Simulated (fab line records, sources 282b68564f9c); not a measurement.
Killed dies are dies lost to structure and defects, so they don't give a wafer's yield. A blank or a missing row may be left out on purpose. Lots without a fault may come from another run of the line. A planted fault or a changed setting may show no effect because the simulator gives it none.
Tool commonality check | flow rit_cmos | 14 lots, 42 wafers sampled

WHY IT WAS OPENED
At RIT_SDANNEAL_RS_MEAS_04 the reading PSD_RS is flagged on 2 of 14 lots. Wafers without a fault read 115.98 ohm/sq, standard deviation 0.27.
Rule: a lot is flagged when every wafer of it that has a number lies more than 4 standard deviations from that mean, or none has a number. The other lots count as sound.

lot  | measured    | on            | PSD_RS (ohm/sq), wafer by wafer | flag
L199 | day 3 03:59 | film_metro-03 | 115.35 115.51 115.98            |
L200 | day 3 06:28 | film_metro-02 | 107.31 107.03 107.35            | FLAGGED
L201 | day 3 11:18 | film_metro-02 | 115.66 115.66 115.91            |
L203 | day 3 21:28 | film_metro-02 | 116.19 115.78 115.78            |
L204 | day 4 03:20 | film_metro-04 | 115.87 116.11 115.74            |
L207 | day 4 22:50 | film_metro-04 | 107.91 107.62 107.90            | FLAGGED
L211 | day 5 15:17 | film_metro-03 | 116.06 116.09 115.93            |
L212 | day 5 19:45 | film_metro-04 | 116.06 116.04 116.04            |
L214 | day 6 05:03 | film_metro-03 | 116.57 116.31 116.37            |
L215 | day 6 11:13 | film_metro-04 | 116.36 116.10 116.38            |
L216 | day 6 15:20 | film_metro-02 | 115.79 115.53 115.62            |
L218 | day 7 01:40 | film_metro-03 | 115.85 116.33 115.91            |
L220 | day 7 10:41 | film_metro-03 | 116.35 116.17 116.08            |
L221 | day 7 18:30 | film_metro-03 | 116.36 116.22 115.93            |
The numbers of the flagged lots are 107.52 ohm/sq on average: -8.46 ohm/sq against the usual, or -31 standard deviations.

WHICH TOOL RAN EACH LOT
The record holds 2 process steps before the reading, out of a route of 202 steps. In each cell: the tool, then ch and the chambers that the sampled wafers went through, then the start.
lot  | flag    | RIT_PLDD_STRIP_09                   | RIT_PSD_IMPLANT_08
L199 |         | plasma_asher-04 ch 0,1, day 2 21:35 | implanter-04 ch 0, day 3 03:11
L200 | FLAGGED | plasma_asher-02 ch 0,1, day 3 00:03 | implanter-03 ch 0, day 3 05:21
L201 |         | plasma_asher-04 ch 0,1, day 3 04:53 | implanter-02 ch 0, day 3 10:28
L203 |         | plasma_asher-02 ch 0,1, day 3 15:08 | implanter-03 ch 0, day 3 20:39
L204 |         | plasma_asher-03 ch 0,1, day 3 21:13 | implanter-02 ch 0, day 4 02:28
L207 | FLAGGED | plasma_asher-02 ch 0,1, day 4 16:02 | implanter-03 ch 0, day 4 21:27
L211 |         | plasma_asher-04 ch 0,1, day 5 08:37 | implanter-03 ch 0, day 5 14:24
L212 |         | plasma_asher-04 ch 0,1, day 5 13:44 | implanter-02 ch 0, day 5 18:56
L214 |         | plasma_asher-02 ch 0,1, day 5 22:53 | implanter-04 ch 0, day 6 04:14
L215 |         | plasma_asher-04 ch 0,1, day 6 05:04 | implanter-02 ch 0, day 6 10:24
L216 |         | plasma_asher-02 ch 0,1, day 6 09:09 | implanter-02 ch 0, day 6 14:29
L218 |         | plasma_asher-04 ch 0,1, day 6 19:28 | implanter-03 ch 0, day 7 00:49
L220 |         | plasma_asher-04 ch 0,1, day 7 04:31 | implanter-03 ch 0, day 7 09:52
L221 |         | plasma_asher-02 ch 0,1, day 7 12:20 | implanter-04 ch 0, day 7 17:42
What these steps do:
- RIT_PLDD_STRIP_09: strips in O2, time 180 s.
- RIT_PSD_IMPLANT_08
- RIT_SDANNEAL_RS_MEAS_04: measures by four-point-probe.

FLAGGED OVER TOTAL, TOOL BY TOOL (the gauges that took the reading come last)
step                    | tool            | lots run | flagged | share of the flagged lots | sound lots run after its first flagged lot
RIT_PLDD_STRIP_09       | plasma_asher-02 | 6        | 2       | all                       | 4 (L203,L214,L216,L221)
RIT_PLDD_STRIP_09       | plasma_asher-03 | 1        | 0       | none                      | -
RIT_PLDD_STRIP_09       | plasma_asher-04 | 7        | 0       | none                      | -
RIT_PSD_IMPLANT_08      | implanter-02    | 5        | 0       | none                      | -
RIT_PSD_IMPLANT_08      | implanter-03    | 6        | 2       | all                       | 4 (L203,L211,L218,L220)
RIT_PSD_IMPLANT_08      | implanter-04    | 3        | 0       | none                      | -
RIT_SDANNEAL_RS_MEAS_04 | film_metro-02   | 4        | 1       | some                      | 3 (L201,L203,L216)
RIT_SDANNEAL_RS_MEAS_04 | film_metro-03   | 6        | 0       | none                      | -
RIT_SDANNEAL_RS_MEAS_04 | film_metro-04   | 4        | 1       | some                      | 2 (L212,L215)

WHAT THE TABLE ALLOWS
2 rows of the table ran every flagged lot: plasma_asher-02 at RIT_PLDD_STRIP_09, implanter-03 at RIT_PSD_IMPLANT_08.
- plasma_asher-02 at RIT_PLDD_STRIP_09: 2 of its 6 lots flagged. Sound lots ran on it after the first flagged one (L203, L214, L216, L221), which a lasting fault on the whole tool wouldn't allow.
- implanter-03 at RIT_PSD_IMPLANT_08: 2 of its 6 lots flagged. Sound lots ran on it after the first flagged one (L203, L211, L218, L220), which a lasting fault on the whole tool wouldn't allow.
No row of the table ran every flagged lot and no sound lot after the first.

WHAT THE SIMULATOR HAD PUT IN
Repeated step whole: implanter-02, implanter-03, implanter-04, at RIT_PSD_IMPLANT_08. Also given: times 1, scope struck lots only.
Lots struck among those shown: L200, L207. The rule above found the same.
